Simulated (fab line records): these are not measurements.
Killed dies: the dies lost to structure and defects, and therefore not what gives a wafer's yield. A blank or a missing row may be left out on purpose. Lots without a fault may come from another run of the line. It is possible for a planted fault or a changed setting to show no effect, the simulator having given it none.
fab line records + flow rit-cmos
record:
- lots: 5
- wafers: 15
- last-day: 5
route steps=202 shown GATE@77 FOX2@80 M1@202
lots with no fault: from the same line, run without faults
start-h: hours from the record's first day to the start of the lot's first wafer shown + wait-h: time in hours since the lot's previous step + " the same as in the row above + L1.1+2: several wafers, shown together as one row + - no value, or no start given + * or withheld: withheld + < > ~ a bound
route shown NAME@n: a module of which the file shows steps, and the number in the route of the first + usual: mean and standard deviation over wafers with no fault + same: alike in all rows + chamber/n: place in a boat + sites: each site's reading + _std_site: standard deviation across them + _edge_site: the outer-site mean with the inner-site mean subtracted + radius-mm: for every site, how far away it sits from the centre of the wafer + mask NAME#n: copy n + behind: the most recent tool/chamber to have shaped the wafer + hold: what put the lot on hold/how long, in hours/how the hold closed + device: the transistor (n, p or np) that didn't switch + end of line: the tests these same wafers got at the end of their route + where a step has no rows: the recipe by itself + killed: at the first sort, the dies lost to defects and structure; wafer yield is something else + map: shows each die of a wafer: x if killed, . if not, _ if none is there
set.NAME: the run value of the setting; set.NAME@STEP: its run value at that earlier step + model.NAME: the simulator's own value behind a step, which no gauge read
lots seen at some steps along the route; tables by step, rows by wafer
services: the hour from which a tool's chamber was out of use, counted from the record's first day as start-h (under 0 if before that day), plus the number of hours and why
== steps ==
step: RIT_GATE_CLEAN_02
recipe:
- chemistry: dHF
- dilution: 50:1
- time-s: 30
step: RIT_GATE_CLEAN_03
recipe:
- chemistry: SC2
- mix: 3:3:50
- time-s: 600
- temp-c: 75
- dry: n2-spin
step: RIT_GATE_CLEAN_04
recipe:
- chemistry: dHF
- dilution: 50:1
- time-s: 60
- dry: n2-spin
step: RIT_FOX2_THK_MEAS_91
recipe:
- reads: SiO2_of_FOX2_OXIDATION_00
usual:
- FIELD_OXIDE_LEFT_2_THK: 258/5.6
| lot.wafer | tool          | chamber | start-h | wait-h | FIELD_OXIDE_LEFT_2_THK[nm] |
|-----------|---------------|---------|---------|--------|----------------------------|
| L177.2    | film-metro-04 | -       | 59.35   | 0.0    | 253                        |
| L177.4    | "             | -       | "       | "      | 254                        |
| L177.6    | "             | -       | "       | "      | 262                        |
| L179.4    | film-metro-02 | -       | 72.73   | 0.0    | 257                        |
| L179.5    | "             | -       | "       | "      | 258                        |
| L179.6    | "             | -       | "       | "      | 256                        |
| L182.1    | film-metro-03 | -       | 85.23   | 0.0    | 255                        |
| L182.3    | "             | -       | "       | "      | 260                        |
| L182.6    | "             | -       | "       | "      | 259                        |
| L183.1    | film-metro-04 | -       | 90.95   | 0.0    | 252                        |
| L183.4    | "             | -       | "       | "      | 253                        |
| L183.5    | "             | -       | "       | "      | 260                        |
| L185.1    | film-metro-04 | -       | 100.44  | 0.0    | 243                        |
| L185.3    | "             | -       | "       | "      | 252                        |
| L185.4    | "             | -       | "       | "      | 244                        |
step: RIT_GATE_OXIDATION_05
recipe:
- temp-c: 900
- ambient: O2
- target-thk-a: 30
- ox-time-s: 270
step: RIT_GATE_ANNEAL_06
recipe:
- temp-c: 900
- time-s: 600
- ambient: N2O
step: RIT_GATE_THK_MEAS_07
recipe:
- reads: SiO2_of_GATE_OXIDATION_05
usual:
- GATE_OXIDE_THK: 3.02/0.074
| lot.wafer | tool          | chamber | start-h | wait-h | GATE_OXIDE_THK[nm] |
|-----------|---------------|---------|---------|--------|--------------------|
| L177.2    | film-metro-04 | -       | 63.66   | 0.0    | 3.03               |
| L177.4    | "             | -       | "       | "      | 3.07               |
| L177.6    | "             | -       | "       | "      | 3.08               |
| L179.4    | film-metro-03 | -       | 79.63   | 0.0    | 3.07               |
| L179.5    | "             | -       | "       | "      | 2.99               |
| L179.6    | "             | -       | "       | "      | 2.95               |
| L182.1    | film-metro-02 | -       | 89.96   | 0.0    | 3.02               |
| L182.3    | "             | -       | "       | "      | 2.98               |
| L182.6    | "             | -       | "       | "      | 3.05               |
| L183.1    | film-metro-04 | -       | 95.28   | 0.0    | 3.03               |
| L183.4    | "             | -       | "       | "      | 2.99               |
| L183.5    | "             | -       | "       | "      | 3.04               |
| L185.1    | film-metro-02 | -       | 104.08  | 0.0    | 3.09               |
| L185.3    | "             | -       | "       | "      | 3.18               |
| L185.4    | "             | -       | "       | "      | 3.11               |
step: RIT_GATE_CVD_08
recipe:
- material: poly-Si
- target-thk-nm: 250
- temp-c: 610
- precursor: SiH4
- time-s: 2220
- pressure-mtorr: 300
- sih4-flow-sccm: 100
step: RIT_GATE_THK_MEAS_09
recipe:
- reads: poly-Si_of_GATE_CVD_08
usual:
- GATE_POLY_THK: 251.8/2.1
| lot.wafer | tool          | chamber | start-h | wait-h | GATE_POLY_THK[nm] |
|-----------|---------------|---------|---------|--------|-------------------|
| L177.2    | film-metro-03 | -       | 65.34   | 0.0    | 254.9             |
| L177.4    | "             | -       | "       | "      | 253.2             |
| L177.6    | "             | -       | "       | "      | 251.3             |
| L179.4    | film-metro-02 | -       | 82.48   | 0.0    | 247.8             |
| L179.5    | "             | -       | "       | "      | 246.4             |
| L179.6    | "             | -       | "       | "      | 245.7             |
| L182.1    | film-metro-04 | -       | 91.64   | 0.0    | 252.3             |
| L182.3    | "             | -       | "       | "      | 252.7             |
| L182.6    | "             | -       | "       | "      | 250.2             |
| L183.1    | film-metro-03 | -       | 98.06   | 0.0    | 251.2             |
| L183.4    | "             | -       | "       | "      | 249.2             |
| L183.5    | "             | -       | "       | "      | 251.8             |
| L185.1    | film-metro-02 | -       | 105.76  | 0.0    | 250.3             |
| L185.3    | "             | -       | "       | "      | 250.3             |
| L185.4    | "             | -       | "       | "      | 251.3             |
step: RIT_GATE_HMDS_10
recipe:
- prime-time-s: 60
- prime-temp-c: 140
step: RIT_GATE_COAT_11
recipe:
- resist: NOVOLAK
- spin-rpm: 4250
- resist-thk-nm: 850
step: RIT_GATE_SOFTBAKE_12
recipe:
- resist: NOVOLAK
- temp-c: 90
- time-s: 60
step: RIT_GATE_EXPOSE_13
recipe:
- mask-id: M6
- na: 0.6
- source-shape: conventional
- sigma-outer: 0.6
- target-cd-nm: 150
- dose-mj: 380
usual:
- reticle-temp-C: 22.98/0.11
same:
- sigma-outer: 0.6
| lot.wafer | tool             | chamber | start-h | wait-h | mask    | reticle-temp-C |
|-----------|------------------|---------|---------|--------|---------|----------------|
| L177.2    | iline-stepper-01 | 0       | 65.86   | 0.1    | M6#0    | 22.98          |
| L177.4    | "                | 0       | "       | "      | M6#0    | 23.01          |
| L177.6    | "                | 0       | "       | "      | M6#0    | 22.85          |
| L179.4    | iline-stepper-02 | 0       | 83.14   | 0.2    | M6#0    | 23.02          |
| L179.5    | "                | 0       | "       | "      | M6#0    | 23.14          |
| L179.6    | "                | 0       | "       | "      | M6#0    | 22.93          |
| L182.1    | iline-stepper-01 | 0       | 92.15   | 0.1    | M6_R1#0 | 23.11          |
| L182.3    | "                | 0       | "       | "      | M6_R1#0 | 23.09          |
| L182.6    | "                | 0       | "       | "      | M6_R1#0 | 23.19          |
| L183.1    | iline-stepper-01 | 0       | 98.59   | 0.1    | M6#0    | 22.87          |
| L183.4    | "                | 0       | "       | "      | M6#0    | 22.85          |
| L183.5    | "                | 0       | "       | "      | M6#0    | 22.79          |
| L185.1    | iline-stepper-01 | 0       | 106.27  | 0.1    | M6#0    | 22.82          |
| L185.3    | "                | 0       | "       | "      | M6#0    | 22.86          |
| L185.4    | "                | 0       | "       | "      | M6#0    | 22.85          |
step: RIT_GATE_PEB_14
recipe:
- resist: NOVOLAK
- temp-c: withheld
- time-s: withheld
step: RIT_GATE_DEVELOP_15
recipe:
- resist: NOVOLAK
- develop-time-s: 50
- dev-temp-c: 23
step: RIT_GATE_CD_MEAS_16
recipe:
- target-cd-nm: 150
usual:
- cd-nm: 149.3/2.1
| lot.wafer | tool      | chamber | start-h | wait-h | cd-nm |
|-----------|-----------|---------|---------|--------|-------|
| L177.2    | cd-sem-01 | -       | 66.26   | -      | 147.5 |
| L177.4    | "         | -       | "       | "      | 144.9 |
| L177.6    | "         | -       | "       | "      | 147.6 |
| L179.4    | cd-sem-01 | -       | 83.54   | -      | 146.8 |
| L179.5    | "         | -       | "       | "      | 146.6 |
| L179.6    | "         | -       | "       | "      | 148.1 |
| L182.1    | cd-sem-02 | -       | 92.55   | -      | 131.8 |
| L182.3    | "         | -       | "       | "      | 130.0 |
| L182.6    | "         | -       | "       | "      | 127.1 |
| L183.1    | cd-sem-02 | -       | 98.99   | -      | 148.3 |
| L183.4    | "         | -       | "       | "      | 146.9 |
| L183.5    | "         | -       | "       | "      | 148.8 |
| L185.1    | cd-sem-02 | -       | 106.67  | -      | 153.2 |
| L185.3    | "         | -       | "       | "      | 153.7 |
| L185.4    | "         | -       | "       | "      | 152.9 |
step: RIT_GATE_OVL_MEAS_17
usual:
- GATE_OVL: 1.0/1.4
| lot.wafer | tool       | chamber | start-h | wait-h | GATE_OVL[nm] |
|-----------|------------|---------|---------|--------|--------------|
| L177.2    | overlay-02 | -       | 66.37   | 0.1    | 0.2          |
| L177.4    | "          | -       | "       | "      | 1.0          |
| L177.6    | "          | -       | "       | "      | 2.3          |
| L179.4    | overlay-02 | -       | 83.62   | 0.1    | 0.2          |
| L179.5    | "          | -       | "       | "      | -0.4         |
| L179.6    | "          | -       | "       | "      | 0.1          |
| L182.1    | overlay-01 | -       | 92.67   | 0.1    | 2.6          |
| L182.3    | "          | -       | "       | "      | 2.5          |
| L182.6    | "          | -       | "       | "      | 2.5          |
| L183.1    | overlay-01 | -       | 99.11   | 0.1    | 3.7          |
| L183.4    | "          | -       | "       | "      | 1.4          |
| L183.5    | "          | -       | "       | "      | 4.2          |
| L185.1    | overlay-01 | -       | 106.79  | 0.1    | 2.1          |
| L185.3    | "          | -       | "       | "      | 1.6          |
| L185.4    | "          | -       | "       | "      | 0.6          |
step: RIT_GATE_HARDBAKE_18
recipe:
- resist: NOVOLAK
- temp-c: 140
- time-s: 60
step: RIT_GATE_ETCH_19
recipe:
- chemistry: SF6/CHF3/O2
- time-s: 165
- SF6_flow_sccm: 30
- CHF3_flow_sccm: 30
- O2_flow_sccm: 5
- target: poly-Si
- pressure-mtorr: 40
- rf-w: 160
- target-depth-a: 3125
- over-etch-frac: 0.25
- stop-on: SiO2
usual:
- SF6_flow_sccm: 30.01/0.082
- drypump-motor-current-A: 5.5/0.34
- oes-product-au: 0.851/0.017
- throttle-valve-pct: 10.25/0.15
| lot.wafer | tool      | chamber | start-h | wait-h | SF6_flow_sccm | drypump-motor-current-A | oes-product-au | rf-hours-counter-h | throttle-valve-pct | model.GATE.cd-nm |
|-----------|-----------|---------|---------|--------|---------------|-------------------------|----------------|--------------------|--------------------|------------------|
| L177.2    | rie-si-02 | 3       | 66.55   | 0.1    | 30.03         | 5.6                     | 0.845          | 37                 | 10.27              | 147.4            |
| L177.4    | "         | 1       | "       | "      | 30.10         | 5.8                     | 0.874          | 101                | 10.28              | 144.8            |
| L177.6    | "         | 3       | "       | "      | 30.01         | 5.5                     | 0.838          | -                  | 10.27              | 147.1            |
| L179.4    | rie-si-02 | 1       | 83.84   | 0.1    | 30.09         | 5.8                     | 0.864          | 101                | 10.30              | 146.6            |
| L179.5    | "         | 1       | "       | "      | 30.05         | 5.8                     | 0.862          | -                  | 10.31              | 146.5            |
| L179.6    | "         | 2       | "       | "      | 30.02         | 5.2                     | 0.865          | -                  | 10.18              | 148.1            |
| L182.1    | rie-si-01 | 2       | 92.86   | 0.1    | 30.07         | 5.7                     | 0.834          | 61                 | 9.95               | 131.8            |
| L182.3    | "         | 1       | "       | "      | 30.12         | 5.0                     | 0.859          | 117                | 10.38              | 129.8            |
| L182.6    | "         | 1       | "       | "      | 30.12         | 5.0                     | 0.853          | -                  | 10.40              | 126.8            |
| L183.1    | rie-si-02 | 2       | 99.29   | 0.1    | 30.05         | 5.2                     | 0.874          | 2                  | 10.18              | 148.3            |
| L183.4    | "         | 0       | "       | "      | 29.85         | 5.2                     | 0.845          | 65                 | 10.46              | 147.3            |
| L183.5    | "         | 1       | "       | "      | 29.95         | 5.8                     | 0.868          | -                  | 10.31              | 148.7            |
| L185.1    | rie-si-01 | 2       | 106.98  | 0.1    | 29.92         | 5.7                     | 0.828          | 61                 | 9.94               | 152.9            |
| L185.3    | "         | 0       | "       | "      | 29.97         | 5.2                     | 0.842          | 2                  | 10.34              | 153.4            |
| L185.4    | "         | 3       | "       | "      | 30.07         | 6.0                     | 0.821          | 79                 | 10.10              | 152.8            |
step: RIT_GATE_STRIP_20
recipe:
- chemistry: O2
- time-s: 180
- resist: NOVOLAK
- platen-temp-c: withheld
- power-w: 500
- pressure-mtorr: 4000
- o2-flow-sccm: 4000
usual:
- drypump-motor-current-A: 5.7/0.38
| lot.wafer | tool            | chamber | start-h | wait-h | drypump-motor-current-A | rf-hours-counter-h |
|-----------|-----------------|---------|---------|--------|-------------------------|--------------------|
| L177.2    | plasma-asher-04 | 0       | 66.65   | 0.1    | 5.4                     | 43                 |
| L177.4    | "               | 1       | "       | "      | 6.5                     | -                  |
| L177.6    | "               | 1       | "       | "      | 6.5                     | -                  |
| L179.4    | plasma-asher-01 | 0       | 84.01   | 0.1    | 5.9                     | -                  |
| L179.5    | "               | 1       | "       | "      | 5.4                     | -                  |
| L179.6    | "               | 0       | "       | "      | 5.9                     | -                  |
| L182.1    | plasma-asher-03 | 0       | 92.97   | 0.1    | 5.5                     | 29                 |
| L182.3    | "               | 1       | "       | "      | 5.4                     | -                  |
| L182.6    | "               | 1       | "       | "      | 5.4                     | -                  |
| L183.1    | plasma-asher-03 | 0       | 99.40   | 0.1    | 5.6                     | 30                 |
| L183.4    | "               | 1       | "       | "      | 5.4                     | -                  |
| L183.5    | "               | 1       | "       | "      | 5.4                     | -                  |
| L185.1    | plasma-asher-04 | 1       | 107.08  | 0.1    | 6.5                     | 45                 |
| L185.3    | "               | 1       | "       | "      | 6.5                     | -                  |
| L185.4    | "               | 0       | "       | "      | 5.4                     | -                  |
step: RIT_M1_PROBE_99
usual:
- killed-at-contacts: 0.1/0.25
- killed-at-front-end: 6.8/2.7
- killed-dies: 6.8/2.7
- killed-on-rim: 1.7/1.2
- killed-open: 3.4/1.8
- killed-short: 3.5/1.7
same:
- gross-dies: 264
- killed_at_M0_to_M3: 0
- killed_at_M4_up: 0
- killed-at-back-side: 0
- killed-at-other: 0
| lot.wafer | tool      | chamber | start-h | wait-h | killed-at-contacts | killed-at-front-end | killed-dies | killed-on-rim | killed-open | killed-short |
|-----------|-----------|---------|---------|--------|--------------------|---------------------|-------------|---------------|-------------|--------------|
| L177.2    | prober-02 | -       | 86.59   | 0.1    | 0                  | 4                   | 4           | 1             | 1           | 3            |
| L177.4    | prober-02 | -       | 86.69   | 0.2    | 0                  | 5                   | 5           | 2             | 3           | 2            |
| L177.6    | prober-02 | -       | 86.79   | 0.2    | 0                  | 3                   | 3           | 0             | 2           | 1            |
| L182.1    | prober-01 | -       | 128.50  | 1.2    | 0                  | 18                  | 18          | 13            | 3           | 3            |
| L182.3    | prober-01 | -       | 128.60  | 1.2    | 0                  | 34                  | 34          | 22            | 5           | 3            |
| L182.6    | prober-01 | -       | 128.75  | 1.3    | 0                  | 60                  | 60          | 31            | 5           | 4            |
killed by level:class
L177.2 FOX1:geometric-particle:open=1 GATE:geometric-particle:short=1 REOX:geometric-particle:short=1 SILICIDE:geometric-particle:short=1
L177.4 FOX2:geometric-particle:short=1 FOX2:geometric-particle:open=1 GATE:geometric-particle:open=1 GATE:geometric-particle:short=1 SILICIDE:geometric-particle:open=1
L177.6 FOX1:geometric-particle:open=1 GATE:geometric-particle:short=1 GATE:geometric-particle:open=1
L182.1 GATE:area-expose=12 GATE:geometric-particle:short=3 FOX1:geometric-particle:open=1 FOX2:geometric-particle:open=1 SILICIDE:geometric-particle:open=1
L182.3 GATE:area-expose=26 GATE:geometric-particle:open=3 GATE:geometric-particle:short=2 FOX1:geometric-particle:open=1 FOX2:geometric-particle:short=1 REOX:geometric-particle:open=1
L182.6 GATE:area-expose=51 GATE:geometric-particle:open=3 GATE:geometric-particle:short=2 SILICIDE:geometric-particle:short=2 FOX2:geometric-particle:open=1 SPACER:geometric-particle:open=1
map L182.6 (x killed, . not)
________x..x..._______
_____.........xxxx____
____x......x..x..xx___
___x..........xx.xxx__
__.........xx.....xxx_
__................xx._
_x.x......x.x........x
_..................xxx
_....x...............x
_....................x
__...............xxx._
__......x.........x.x_
___...xx.x.x....x.x.__
____x.....x.....x.x___
_____.xxx...x.x...____
________..xxx.x_______
map L177.4 (x killed, . not)
________.....x._______
_____....x........____
____............x..___
___.................__
__..................._
__..................._
_.....................
_.....................
_....................x
_.....................
__............x......_
__..................._
___.................__
____...............___
_____.............____
________......._______
== services ==
| tool             | chamber | start-h | hours | kind   |
|------------------|---------|---------|-------|--------|
| iline-stepper-01 | -       | 47.06   | 4.2   | repair |
| plasma-asher-04  | -       | 78.79   | 21.3  | repair |
| rie-si-02        | -       | 100.68  | 10.0  | pm     |
== key ==
first-sign:
- step: RIT_GATE_EXPOSE_13
- reading: mask
- direction: changed
effect:
- step: RIT_GATE_CD_MEAS_16
- reading: cd-nm
- direction: down
- sigmas: 9.2
- usual: 149.3
- struck: 129.6
effect:
- step: RIT_M1_PROBE_99
- reading: killed-at-front-end
- direction: up
- sigmas: 11
- usual: 6.8
- struck: 37.3
model-effect:
- step: RIT_GATE_ETCH_19
- value: GATE.cd-nm
- without: 151.5
- struck: 129.5
more-kills-born-at:
- RIT_GATE_EXPOSE_13@iline-stepper-01: 89
met-at RIT_GATE_EXPOSE_13
struck-wafers L182.1,L182.3,L182.6
tester-left-out L182
onset-between 65.86 92.15
fault:
- kind: wrong-mask
- tool: any
- chamber: -
- onset-h: 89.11
- steps: RIT_GATE_EXPOSE_13
- aux-copy: M6_R1#0
- cd-offset-nm: -22
- scope: struck-lots-only
tester-left-out: of these lots the tester's yield and bins aren't shown, on N5 and GAA mostly nor the transistor test; their killed dies are dies lost to structure and defects alone, not to doping, threshold or leakage, so they don't give the yield
